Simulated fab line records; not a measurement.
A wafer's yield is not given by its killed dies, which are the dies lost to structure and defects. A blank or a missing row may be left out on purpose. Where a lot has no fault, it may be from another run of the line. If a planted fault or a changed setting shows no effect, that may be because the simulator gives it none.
fab line records	flow rit-cmos
record: lots: 14	wafers: 42	last-day: 7
route steps=202 shown GATE@93 REOX@102 CONTACT@179 M1@198
lots with no fault: from the same line, run without faults
start-h: start of the lot's first displayed wafer, in hours after the record's first day	wait-h: how many hours have passed since the lot's step before this one	" unchanged from the row above	L1.1+2: a single row standing in for several wafers	- either no value or no given start	* or withheld: withheld	< > ~ a bound
route shown NAME@n: names a module that has steps shown in the file, with the first one's number in the route	usual: average and standard deviation across the fault-free wafers	same: alike in all rows	chamber/n: place in a boat	sites: each site's reading	_std_site: their standard deviation	_edge_site: the outer-site mean with the inner-site mean subtracted	radius-mm: for every site, how far away it sits from the centre of the wafer	mask NAME#n: copy n	behind: tool/chamber where the wafer was last shaped	hold: why the lot went on hold/how many hours it stayed there/how the hold came to an end	device: which transistor (n, p or np) failed to switch	end of line: tests run on the same wafers once the route is complete	step lacking rows: just its recipe	killed: dies that structure and defects cost at the first sort, which is not the same as the wafer's yield	map: a wafer's dies, marking killed ones x, the rest . and places with no die _
set.NAME: the setting as run; set.NAME@STEP: as run at that earlier step	model.NAME: the simulator's own value behind a step, which no gauge read
a sample of lots followed through the steps of the route, with each step as a table and each wafer as a row
services: the hour from which a tool's chamber was out of use, counted from the record's first day as start-h (under 0 if before that day), plus the number of hours and why
== steps ==
step: RIT_GATE_OVL_MEAS_17
usual: GATE_OVL: -1.2/1.4
lot.wafer	tool	chamber	start-h	wait-h	GATE_OVL[nm]
L915.1	overlay-02	-	41.84	0.1	-2.1
L915.4	"	-	"	"	-2.8
L915.5	"	-	"	"	-0.7
L916.3	overlay-01	-	45.97	0.1	1.3
L916.5	"	-	"	"	1.7
L916.6	"	-	"	"	0.9
L917.1	overlay-01	-	51.32	0.1	-0.9
L917.2	"	-	"	"	-0.4
L917.5	"	-	"	"	-1.7
L918.2	overlay-02	-	56.35	0.1	-5.2
L918.3	"	-	"	"	-5.0
L918.4	"	-	"	"	-3.6
L919.1	overlay-01	-	63.88	0.1	-1.0
L919.2	"	-	"	"	-2.7
L919.3	"	-	"	"	1.0
L920.2	overlay-01	-	66.90	0.1	-1.1
L920.4	"	-	"	"	-1.6
L920.6	"	-	"	"	-0.7
L921.1	overlay-02	-	73.40	0.1	-0.8
L921.2	"	-	"	"	-2.3
L921.4	"	-	"	"	-0.1
L923.1	overlay-01	-	81.61	0.1	-2.8
L923.2	"	-	"	"	-1.1
L923.5	"	-	"	"	-2.7
L924.2	overlay-02	-	87.07	0.1	0.3
L924.5	"	-	"	"	-0.1
L924.6	"	-	"	"	-2.0
L925.2	overlay-01	-	95.34	0.1	-0.3
L925.4	"	-	"	"	-0.4
L925.6	"	-	"	"	-1.6
L926.1	overlay-01	-	99.80	0.1	-3.3
L926.2	"	-	"	"	-2.1
L926.5	"	-	"	"	-1.4
L932.1	overlay-02	-	126.31	0.1	-2.4
L932.4	"	-	"	"	-1.4
L932.5	"	-	"	"	-0.9
L935.2	overlay-02	-	142.38	0.1	0.3
L935.3	"	-	"	"	1.0
L935.4	"	-	"	"	0.0
L936.2	overlay-02	-	146.46	0.1	-2.4
L936.5	"	-	"	"	-1.1
L936.6	"	-	"	"	-0.4
step: RIT_REOX_THK_MEAS_04
recipe: reads: SiO2_of_REOX_OXIDATION_03
usual: REOX_OXIDE_THK: 24.4/0.5
lot.wafer	tool	chamber	start-h	wait-h	REOX_OXIDE_THK[nm]
L915.1	film-metro-01	-	45.88	0.0	24.9
L915.4	"	-	"	"	24.6
L915.5	"	-	"	"	24.4
L916.3	film-metro-03	-	49.62	0.0	24.5
L916.5	"	-	"	"	24.0
L916.6	"	-	"	"	24.2
L917.1	film-metro-04	-	54.91	0.0	24.8
L917.2	"	-	"	"	25.0
L917.5	"	-	"	"	25.2
L918.2	film-metro-04	-	59.95	0.0	24.1
L918.3	"	-	"	"	24.0
L918.4	"	-	"	"	24.2
L919.1	film-metro-01	-	67.39	0.0	24.2
L919.2	"	-	"	"	24.3
L919.3	"	-	"	"	24.4
L920.2	film-metro-03	-	70.46	0.0	24.5
L920.4	"	-	"	"	24.9
L920.6	"	-	"	"	25.0
L921.1	film-metro-03	-	76.93	0.0	23.6
L921.2	"	-	"	"	23.9
L921.4	"	-	"	"	23.4
L923.1	film-metro-04	-	85.35	0.0	24.6
L923.2	"	-	"	"	24.7
L923.5	"	-	"	"	24.9
L924.2	film-metro-01	-	90.88	0.0	24.6
L924.5	"	-	"	"	24.4
L924.6	"	-	"	"	24.4
L925.2	film-metro-01	-	101.19	0.0	24.2
L925.4	"	-	"	"	24.2
L925.6	"	-	"	"	24.2
L926.1	film-metro-04	-	103.73	0.0	24.8
L926.2	"	-	"	"	24.4
L926.5	"	-	"	"	24.1
L932.1	film-metro-03	-	129.84	0.0	23.2
L932.4	"	-	"	"	23.7
L932.5	"	-	"	"	23.6
L935.2	film-metro-01	-	146.68	0.0	23.2
L935.3	"	-	"	"	23.8
L935.4	"	-	"	"	24.1
L936.2	film-metro-04	-	150.02	0.0	23.6
L936.5	"	-	"	"	23.5
L936.6	"	-	"	"	23.6
step: RIT_CONTACT_ETCH_11
recipe: target-depth-a: 4800	over-etch-frac: 0.2	stop-on: TiSi2	chemistry: CHF3/CF4/Ar	target: SiO2	CHF3_flow_sccm: 50	cf4-flow-sccm: 10	Ar_flow_sccm: 100	O2_flow_sccm: 5	pressure-mtorr: 100	rf-w: 200	time-s: 320
usual: drypump-motor-current-A: 5.8/0.45	oes-product-au: 0.980/0.013	over-etch-frac: 0.2/0	throttle-valve-pct: 8.86/0.11
lot.wafer	tool	chamber	start-h	wait-h	drypump-motor-current-A	oes-product-au	over-etch-frac	rf-hours-counter-h	throttle-valve-pct
L915.1	rie-diel-03	1	57.13	0.1	5.2	0.982	0.2	98	9.08
L915.4	"	1	"	"	5.2	0.986	0.2	-	9.08
L915.5	"	3	"	"	6.4	0.961	0.2	-	8.93
L916.3	rie-diel-01	3	61.22	0.1	6.1	0.972	0.2	68	8.62
L916.5	"	1	"	"	5.7	0.990	0.2	-	8.87
L916.6	"	0	"	"	6.4	0.971	0.2	-	8.86
L917.1	rie-diel-02	1	66.92	0.1	6.0	0.978	0.2	5	8.78
L917.2	"	3	"	"	5.5	0.981	0.2	3	8.92
L917.5	"	0	"	"	5.7	0.978	0.2	-	8.87
L918.2	rie-diel-03	1	71.36	0.1	5.2	0.983	0.2	99	9.07
L918.3	"	2	"	"	5.3	0.983	0.2	58	8.83
L918.4	"	3	"	"	6.4	0.958	0.2	111	8.93
L919.1	rie-diel-03	2	78.98	0.1	5.3	0.986	0.2	59	8.83
L919.2	"	0	"	"	6.4	0.959	0.2	1	8.79
L919.3	"	1	"	"	5.2	0.983	0.2	99	9.07
L920.2	rie-diel-01	2	82.22	0.1	5.4	1.008	0.2	3	8.89
L920.4	"	3	"	"	6.1	0.970	0.2	68	8.61
L920.6	"	3	"	"	6.1	0.965	0.2	-	8.62
L921.1	rie-diel-01	2	88.25	0.1	5.4	1.002	0.2	3	8.87
L921.2	"	3	"	"	6.1	0.966	0.2	68	8.60
L921.4	"	1	"	"	5.7	0.988	0.2	153	8.88
L923.1	rie-diel-03	1	96.52	0.1	5.2	0.977	0.2	99	9.09
L923.2	"	3	"	"	6.4	0.969	0.2	111	8.93
L923.5	"	1	"	"	5.2	0.985	0.2	-	9.06
L924.2	rie-diel-02	0	102.43	0.1	5.7	0.991	0.2	132	8.86
L924.5	"	2	"	"	5.3	0.996	0.2	-	8.93
L924.6	"	1	"	"	6.0	0.977	0.2	-	8.79
L925.2	rie-diel-01	1	112.99	0.1	5.7	0.990	0.2	153	8.87
L925.4	"	1	"	"	5.7	0.978	0.2	-	8.87
L925.6	"	3	"	"	6.1	0.968	0.2	-	8.62
L926.1	rie-diel-03	1	115.56	0.1	5.2	0.979	0.2	100	9.08
L926.2	"	0	"	"	6.3	0.971	0.2	2	8.79
L926.5	"	0	"	"	6.4	0.960	0.2	-	8.79
L932.1	rie-diel-03	0	141.85	0.1	6.4	0.968	0.2	2	8.78
L932.4	"	2	"	"	5.3	0.985	0.18419	60	8.84
L932.5	"	2	"	"	5.3	0.988	0.18419	-	8.82
L935.2	rie-diel-01	0	158.47	0.1	6.4	0.972	0.2	68	8.86
L935.3	"	1	"	"	5.7	0.960	0.2	0	8.90
L935.4	"	2	"	"	5.4	1.003	0.2	4	8.87
L936.2	rie-diel-03	2	161.41	0.1	5.3	0.992	0.18419	60	8.84
L936.5	"	2	"	"	5.3	0.986	0.18419	-	8.84
L936.6	"	3	"	"	6.4	0.961	0.2	-	8.93
step: RIT_M1_STRIP_14
recipe: chemistry: O2	time-s: 180	platen-temp-c: withheld	power-w: 500	pressure-mtorr: 4000	o2-flow-sccm: 4000
usual: drypump-motor-current-A: 5.5/0.47
lot.wafer	tool	chamber	start-h	wait-h	drypump-motor-current-A	rf-hours-counter-h
L915.1	plasma-asher-03	1	60.30	0.0	6.1	40
L915.4	"	0	"	"	5.0	-
L915.5	"	0	"	"	5.0	-
L916.3	plasma-asher-01	1	64.36	0.1	5.7	-
L916.5	"	0	"	"	4.8	-
L916.6	"	1	"	"	5.8	-
L917.1	plasma-asher-01	0	69.98	0.0	4.9	44
L917.2	"	1	"	"	5.7	44
L917.5	"	0	"	"	4.8	-
L918.2	plasma-asher-04	1	74.47	0.0	5.4	29
L918.3	"	0	"	"	6.1	-
L918.4	"	1	"	"	5.4	-
L919.1	plasma-asher-01	1	82.29	0.0	5.7	45
L919.2	"	0	"	"	4.8	45
L919.3	"	1	"	"	5.8	-
L920.2	plasma-asher-01	0	85.30	0.0	4.8	46
L920.4	"	0	"	"	4.8	-
L920.6	"	1	"	"	5.8	-
L921.1	plasma-asher-03	1	91.35	0.0	6.1	41
L921.2	"	0	"	"	5.0	41
L921.4	"	0	"	"	5.0	-
L923.1	plasma-asher-03	1	99.58	0.0	6.1	42
L923.2	"	0	"	"	5.0	42
L923.5	"	0	"	"	5.0	-
L924.2	plasma-asher-03	1	105.59	0.0	6.1	42
L924.5	"	1	"	"	6.1	-
L924.6	"	0	"	"	5.0	-
L925.2	plasma-asher-04	0	116.15	0.0	6.1	34
L925.4	"	1	"	"	5.4	-
L925.6	"	0	"	"	6.0	-
L926.1	plasma-asher-01	0	118.75	0.0	4.8	49
L926.2	"	1	"	"	5.8	49
L926.5	"	0	"	"	4.8	-
L932.1	plasma-asher-04	1	145.19	0.0	5.4	38
L932.4	"	1	"	"	5.4	-
L932.5	"	1	"	"	5.4	-
L935.2	plasma-asher-04	1	161.41	0.0	5.4	39
L935.3	"	1	"	"	5.4	-
L935.4	"	0	"	"	6.1	-
L936.2	plasma-asher-04	0	164.35	0.0	6.0	40
L936.5	"	1	"	"	5.4	-
L936.6	"	0	"	"	6.1	-
step: RIT_M1_PROBE_99
usual: killed_at_M0_to_M3: 0.0/0.083	killed-at-contacts: 0.1/0.36	killed-at-front-end: 7.2/2.9	killed-dies: 7.4/2.9	killed-open: 3.8/2	killed-short: 3.5/2
same: gross-dies: 264	killed_at_M4_up: 0	killed-at-back-side: 0	killed-at-other: 0
lot.wafer	tool	chamber	start-h	wait-h	killed_at_M0_to_M3	killed-at-contacts	killed-at-front-end	killed-dies	killed-open	killed-short
L915.1	prober-01	-	62.36	0.1	0	0	7	7	2	5
L915.4	prober-01	-	62.51	0.2	0	0	10	10	5	5
L915.5	prober-01	-	62.56	0.2	0	0	14	14	10	4
L916.3	prober-02	-	66.43	0.2	0	0	3	3	1	2
L916.5	prober-02	-	66.53	0.2	0	0	11	11	6	5
L916.6	prober-02	-	66.58	0.2	0	0	2	2	1	1
L917.1	prober-01	-	71.90	0.1	0	0	11	11	5	6
L917.2	prober-01	-	71.95	0.1	0	0	10	10	6	4
L917.5	prober-01	-	72.10	0.2	0	0	9	9	7	2
L918.2	prober-02	-	76.44	0.1	0	0	6	6	3	3
L918.3	prober-02	-	76.49	0.2	0	0	5	5	2	3
L918.4	prober-02	-	76.54	0.2	1	0	4	5	3	2
L919.1	prober-01	-	84.20	0.1	0	0	8	8	1	7
L919.2	prober-01	-	84.25	0.1	0	0	5	5	2	2
L919.3	prober-01	-	84.30	0.2	0	0	5	5	3	2
L920.2	prober-02	-	88.72	0.1	0	0	5	5	3	2
L920.4	prober-02	-	88.82	0.2	0	0	9	9	5	4
L920.6	prober-02	-	88.92	0.2	0	0	3	3	0	3
L921.1	prober-01	-	94.13	0.1	0	0	11	11	5	6
L921.2	prober-01	-	94.18	0.1	0	0	5	5	4	1
L921.4	prober-01	-	94.28	0.2	0	0	4	4	3	1
L923.1	prober-01	-	101.94	0.1	0	0	10	10	2	8
L923.2	prober-01	-	101.99	0.1	0	1	8	9	4	5
L923.5	prober-01	-	102.14	0.2	0	0	8	8	6	2
L924.2	prober-02	-	107.55	0.1	0	0	4	4	3	1
L924.5	prober-02	-	107.70	0.2	0	1	4	5	2	3
L924.6	prober-02	-	107.75	0.2	0	0	8	8	2	6
L925.2	prober-02	-	118.29	0.1	0	0	7	7	1	6
L925.4	prober-02	-	118.39	0.2	0	0	7	7	4	3
L925.6	prober-02	-	118.49	0.2	0	0	9	9	4	5
L926.1	prober-01	-	120.67	0.1	0	0	9	9	2	7
L926.2	prober-01	-	120.72	0.1	0	0	5	5	1	4
L926.5	prober-01	-	120.87	0.2	0	0	13	13	8	5
L932.1	prober-01	-	147.11	0.1	0	0	3	3	3	0
L932.4	prober-01	-	147.26	0.2	0	0	4	4	2	1
L932.5	prober-01	-	147.31	0.2	0	0	7	7	2	4
L935.2	prober-02	-	163.37	0.1	0	0	6	6	3	3
L935.3	prober-02	-	163.42	0.2	0	1	6	7	5	2
L935.4	prober-02	-	163.47	0.2	0	0	11	11	8	3
L936.2	prober-01	-	166.31	0.1	0	0	5	5	3	2
L936.5	prober-01	-	166.46	0.2	0	0	4	4	2	2
L936.6	prober-01	-	166.51	0.2	0	0	7	7	3	3
killed by level:class
L915.1 GATE:geometric-particle:short=3 GATE:geometric-particle:open=1 REOX:geometric-particle:open=1 SPACER:geometric-particle:short=1 SILICIDE:geometric-particle:short=1
L915.4 GATE:geometric-particle:open=3 GATE:geometric-particle:short=2 SILICIDE:geometric-particle:short=2 ACTIVE:geometric-particle:open=1 FOX2:geometric-particle:short=1 REOX:geometric-particle:open=1
L915.5 GATE:geometric-particle:open=5 SPACER:geometric-particle:open=2 SILICIDE:geometric-particle:open=2 FOX2:geometric-particle:short=1 GATE:geometric-particle:short=1 REOX:geometric-particle:short=1 REOX:geometric-particle:open=1 SPACER:geometric-particle:short=1
L916.3 GATE:geometric-particle:open=1 GATE:geometric-particle:short=1 SPACER:geometric-particle:short=1
L916.5 GATE:geometric-particle:short=3 GATE:geometric-particle:open=2 SPACER:geometric-particle:open=2 FOX1:geometric-particle:short=1 FOX2:geometric-particle:short=1 FOX2:geometric-particle:open=1 REOX:geometric-particle:open=1
L916.6 GATE:geometric-particle:short=1 SILICIDE:geometric-particle:open=1
L917.1 GATE:geometric-particle:open=2 SPACER:geometric-particle:open=2 SILICIDE:geometric-particle:short=2 FOX1:geometric-particle:short=1 FOX2:geometric-particle:short=1 GATE:geometric-particle:short=1 SPACER:geometric-particle:short=1 SILICIDE:geometric-particle:open=1
L917.2 SPACER:geometric-particle:open=2 SPACER:geometric-particle:short=2 SILICIDE:geometric-particle:open=2 GATE:geometric-particle:open=1 GATE:geometric-particle:short=1 REOX:geometric-particle:open=1 SILICIDE:geometric-particle:short=1
L917.5 SPACER:geometric-particle:open=3 FOX1:geometric-particle:open=1 GATE:geometric-particle:open=1 GATE:geometric-particle:short=1 REOX:geometric-particle:short=1 REOX:geometric-particle:open=1 SILICIDE:geometric-particle:open=1
L918.2 FOX1:geometric-particle:open=1 FOX2:geometric-particle:short=1 GATE:geometric-particle:short=1 REOX:geometric-particle:open=1 SPACER:geometric-particle:open=1 SPACER:geometric-particle:short=1
L918.3 GATE:geometric-particle:open=2 FOX2:geometric-particle:short=1 SPACER:geometric-particle:short=1 SILICIDE:geometric-particle:short=1
L918.4 FOX2:geometric-particle:short=1 GATE:geometric-particle:short=1 GATE:geometric-particle:open=1 SILICIDE:geometric-particle:open=1 M1:geometric-particle:open=1
L919.1 FOX1:geometric-particle:short=3 SPACER:geometric-particle:short=2 FOX2:geometric-particle:open=1 FOX2:geometric-particle:short=1 GATE:geometric-particle:short=1
L919.2 GATE:geometric-particle:open=2 REOX:geometric-particle:short=1 SPACER:geometric-particle:short=1 ACTIVE:coat-microbubble-printed=1
L919.3 SPACER:geometric-particle:open=2 FOX1:geometric-particle:open=1 FOX1:geometric-particle:short=1 SPACER:geometric-particle:short=1
L920.2 FOX1:geometric-particle:short=1 FOX1:geometric-particle:open=1 GATE:geometric-particle:open=1 SILICIDE:geometric-particle:short=1 SILICIDE:geometric-particle:open=1
L920.4 FOX1:geometric-particle:short=2 REOX:geometric-particle:open=2 GATE:geometric-particle:open=1 REOX:geometric-particle:short=1 SPACER:geometric-particle:open=1 SILICIDE:geometric-particle:open=1 SILICIDE:geometric-particle:short=1
L920.6 FOX1:geometric-particle:short=2 GATE:geometric-particle:short=1
L921.1 GATE:geometric-particle:short=3 FOX1:geometric-particle:open=2 SPACER:geometric-particle:open=2 SPACER:geometric-particle:short=2 FOX1:geometric-particle:short=1 GATE:geometric-particle:open=1
L921.2 GATE:geometric-particle:open=3 GATE:geometric-particle:short=1 SPACER:geometric-particle:open=1
L921.4 GATE:geometric-particle:open=2 FOX1:geometric-particle:short=1 SPACER:geometric-particle:open=1
L923.1 SPACER:geometric-particle:short=3 FOX1:geometric-particle:short=2 ACTIVE:geometric-particle:short=1 GATE:geometric-particle:open=1 GATE:geometric-particle:short=1 REOX:geometric-particle:short=1 SPACER:geometric-particle:open=1
L923.2 GATE:geometric-particle:open=3 GATE:geometric-particle:short=2 FOX1:geometric-particle:short=1 REOX:geometric-particle:short=1 SILICIDE:geometric-particle:open=1 CONTACT:geometric-particle:short=1
L923.5 GATE:geometric-particle:open=2 GATE:geometric-particle:short=2 REOX:geometric-particle:open=2 FOX2:geometric-particle:open=1 SPACER:geometric-particle:open=1
L924.2 FOX1:geometric-particle:short=1 REOX:geometric-particle:open=1 SPACER:geometric-particle:open=1 SILICIDE:geometric-particle:open=1
L924.5 REOX:geometric-particle:short=2 FOX1:geometric-particle:open=1 REOX:geometric-particle:open=1 CONTACT:geometric-particle:short=1
L924.6 FOX1:geometric-particle:open=2 FOX1:geometric-particle:short=2 SPACER:geometric-particle:short=2 FOX2:geometric-particle:short=1 REOX:geometric-particle:short=1
L925.2 GATE:geometric-particle:short=2 SILICIDE:geometric-particle:short=2 FOX1:geometric-particle:short=1 GATE:geometric-particle:open=1 SPACER:geometric-particle:short=1
L925.4 FOX1:geometric-particle:short=1 FOX1:geometric-particle:open=1 GATE:geometric-particle:short=1 GATE:geometric-particle:open=1 REOX:geometric-particle:open=1 SPACER:geometric-particle:open=1 SPACER:geometric-particle:short=1
L925.6 GATE:geometric-particle:short=3 FOX2:geometric-particle:open=1 FOX2:geometric-particle:short=1 GATE:geometric-particle:open=1 REOX:geometric-particle:open=1 SPACER:geometric-particle:short=1 SPACER:geometric-particle:open=1
L926.1 FOX2:geometric-particle:short=2 GATE:geometric-particle:short=2 ACTIVE:geometric-particle:short=1 FOX1:geometric-particle:short=1 GATE:geometric-particle:open=1 SPACER:geometric-particle:short=1 SPACER:geometric-particle:open=1
L926.2 GATE:geometric-particle:short=2 FOX1:geometric-particle:open=1 SPACER:geometric-particle:short=1 SILICIDE:geometric-particle:short=1
L926.5 FOX1:geometric-particle:open=3 FOX1:geometric-particle:short=2 SPACER:geometric-particle:open=2 GATE:geometric-particle:open=1 GATE:geometric-particle:short=1 REOX:geometric-particle:open=1 SPACER:geometric-particle:short=1 SILICIDE:geometric-particle:short=1
L932.1 FOX1:geometric-particle:open=1 GATE:geometric-particle:open=1 REOX:geometric-particle:open=1
L932.4 FOX1:geometric-particle:short=1 FOX2:geometric-particle:open=1 SPACER:geometric-particle:open=1 NLDD:coat-microbubble-printed=1
L932.5 GATE:geometric-particle:short=3 GATE:geometric-particle:open=2 REOX:geometric-particle:short=1 NLDD:coat-microbubble-printed=1
L935.2 FOX1:geometric-particle:open=2 SPACER:geometric-particle:short=2 FOX1:geometric-particle:short=1 GATE:geometric-particle:open=1
L935.3 GATE:geometric-particle:open=2 SILICIDE:geometric-particle:open=2 SPACER:geometric-particle:open=1 SILICIDE:geometric-particle:short=1 CONTACT:geometric-particle:short=1
L935.4 FOX1:geometric-particle:open=3 GATE:geometric-particle:open=2 GATE:geometric-particle:short=2 SPACER:geometric-particle:open=2 SILICIDE:geometric-particle:short=1 SILICIDE:geometric-particle:open=1
L936.2 GATE:geometric-particle:open=2 GATE:geometric-particle:short=1 SPACER:geometric-particle:short=1 SILICIDE:geometric-particle:open=1
L936.5 FOX1:geometric-particle:open=1 FOX1:geometric-particle:short=1 GATE:geometric-particle:open=1 SILICIDE:geometric-particle:short=1
L936.6 GATE:geometric-particle:open=2 FOX1:geometric-particle:open=1 FOX1:geometric-particle:short=1 FOX2:geometric-particle:short=1 REOX:geometric-particle:short=1 PWELL:coat-microbubble-printed=1
== services ==
tool	chamber	start-h	hours	kind
rie-diel-01	-	45.93	3.2	repair
rie-diel-02	1	46.16	14.7	repair
plasma-asher-04	-	46.32	3.4	repair
rie-diel-03	0	56.94	8.8	repair
plasma-asher-03	-	62.75	3.1	repair
plasma-asher-03	-	66.82	15.6	pm
rie-diel-02	0	73.09	12.9	repair
rie-diel-01	2	101.06	17.1	repair
plasma-asher-04	-	108.75	1.5	repair
rie-diel-01	1	135.75	-	clean
rie-diel-01	1	135.75	13.7	scheduled-down
rie-diel-01	1	135.75	13.7	vent-cycle
== key ==
first-sign: step: RIT_CONTACT_ETCH_11	reading: over-etch-frac	direction: down	sigmas: 99+	usual: 0.2	struck: 0.18419
effect none on later readings
met-at RIT_CONTACT_ETCH_11
struck-lots L932,L936
struck-wafers L932.4,L932.5,L936.2,L936.5
tester-left-out L932,L936
not-acting-at RIT_GATE_OVL_MEAS_17,RIT_REOX_THK_MEAS_04,RIT_M1_STRIP_14
onset-between 78.98 141.85
fault: kind: process-parameter-drift	tool: rie-diel-03	chamber: 2	onset-h: 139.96	steps: RIT_CONTACT_ETCH_11	channel: over-etch-frac	offset: -0.015813	shape: step	end-h: 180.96	acts-in: these-recipes-only	stated: 0.2
tester-left-out: of these lots the tester's yield and bins aren't shown, on N5 and GAA mostly nor the transistor test; their killed dies are dies lost to structure and defects alone, not to doping, threshold or leakage, so they don't give the yield
